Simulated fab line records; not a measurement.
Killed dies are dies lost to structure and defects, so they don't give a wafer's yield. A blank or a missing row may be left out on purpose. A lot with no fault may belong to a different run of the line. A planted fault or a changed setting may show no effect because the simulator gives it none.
Check for tools in common | flow berkeley-cmos170 | Sample size 15 lots and 45 wafers

## WHAT PROMPTED THE OPENING
Of 15 lots, 3 have the reading GATE_POLY_THK flagged at UCB170_GATE_THK_MEAS_05. Fault-free wafers read 214.2 nm, with a standard deviation of 2.
Rule: flag the lot when none of its wafers has a number, or when each of its wafers that has one lies beyond 4 standard deviations from that mean. The other lots count as sound.

lot  | measured     | on            | GATE_POLY_THK (nm), wafer by wafer | flag
L927 | day 6 06:51  | film-metro-03 | 212.2 212.4 212.9                  |
L929 | day 6 14:24  | film-metro-02 | 214.1 214.5 213.8                  |
L928 | day 6 14:25  | film-metro-04 | 217.2 215.8 214.5                  |
L931 | day 7 03:41  | film-metro-03 | 215.3 214.9 218.1                  |
L930 | day 7 03:43  | film-metro-04 | 216.1 215.5 215.4                  |
L934 | day 7 17:13  | film-metro-03 | 214.8 214.1 217.0                  |
L933 | day 7 17:14  | film-metro-04 | 212.4 213.0 215.4                  |
L936 | day 8 03:49  | film-metro-04 | 215.1 216.3 214.9                  |
L935 | day 8 03:50  | film-metro-03 | 212.5 213.6 215.3                  |
L942 | day 9 10:20  | film-metro-04 | 359.1 357.7 358.5                  | FLAGGED
L941 | day 9 10:22  | film-metro-03 | 360.0 360.7 359.5                  | FLAGGED
L943 | day 9 10:25  | film-metro-02 | 357.7 360.1 359.0                  | FLAGGED
L947 | day 10 12:02 | film-metro-04 | 210.4 208.7 208.5                  |
L946 | day 10 12:06 | film-metro-04 | 212.0 210.8 212.3                  |
L948 | day 10 12:09 | film-metro-04 | 215.6 214.8 216.1                  |
The mean of the flagged lots' numbers is 359.1 nm, +144.9 nm from the usual (+72 standard deviations).

## LOT BY LOT: THE TOOL USED
The record holds 1 process step before the reading, out of a route of 331 steps. Cell contents, in order: the tool; ch with the chambers the sampled wafers went through; the start.
lot  | flag    | UCB170_GATE_CVD_04
L927 |         | lpcvd-01 ch 1, day 6 05:26
L929 |         | lpcvd-02 ch 0, day 6 13:00
L928 |         | lpcvd-02 ch 1, day 6 13:00
L931 |         | lpcvd-02 ch 0, day 7 02:16
L930 |         | lpcvd-02 ch 0, day 7 02:16
L934 |         | lpcvd-01 ch 0, day 7 15:49
L933 |         | lpcvd-01 ch 0, day 7 15:49
L936 |         | lpcvd-01 ch 1, day 8 02:25
L935 |         | lpcvd-01 ch 0, day 8 02:25
L942 | FLAGGED | lpcvd-02 ch 0, day 9 08:56
L941 | FLAGGED | lpcvd-02 ch 0, day 9 08:56
L943 | FLAGGED | lpcvd-02 ch 0, day 9 08:56
L947 |         | lpcvd-01 ch 0, day 10 10:37
L946 |         | lpcvd-01 ch 1, day 10 10:37
L948 |         | lpcvd-01 ch 0, day 10 10:37
These steps, and what they do:
- UCB170_GATE_CVD_04: deposits poly-Si from SiH4, time 1440 s, target thk 214 nm.
- UCB170_GATE_THK_MEAS_05

## FLAGGED OVER TOTAL, TOOL BY TOOL (the gauges that took the reading come last)
step                    | tool          | lots run | flagged | share of the flagged lots | sound lots run after its first flagged lot
UCB170_GATE_CVD_04      | lpcvd-01      | 8        | 0       | none                      | -
UCB170_GATE_CVD_04      | lpcvd-02      | 7        | 3       | all                       | 0
UCB170_GATE_THK_MEAS_05 | film-metro-02 | 2        | 1       | some                      | 0
UCB170_GATE_THK_MEAS_05 | film-metro-03 | 5        | 1       | some                      | 0
UCB170_GATE_THK_MEAS_05 | film-metro-04 | 8        | 1       | some                      | 3 (L947,L946,L948)

## WHAT THE TABLE ALLOWS
In the table, 1 row covers all flagged lots: lpcvd-02 at UCB170_GATE_CVD_04.
- lpcvd-02 at UCB170_GATE_CVD_04: 3 of its 7 lots flagged. Last sound lot L930 at day 7 02:16, first flagged lot L941 at day 9 08:56; a fault beginning in between fits.
lpcvd-02 at UCB170_GATE_CVD_04 is the single tool remaining.

## WHAT WAS PUT IN BY THE SIMULATOR
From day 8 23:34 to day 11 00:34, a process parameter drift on lpcvd-02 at UCB170_GATE_CVD_04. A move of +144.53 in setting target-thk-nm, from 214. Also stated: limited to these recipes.
Shown lots that were struck: L942, L941, L943. The rule above reached the same finding.
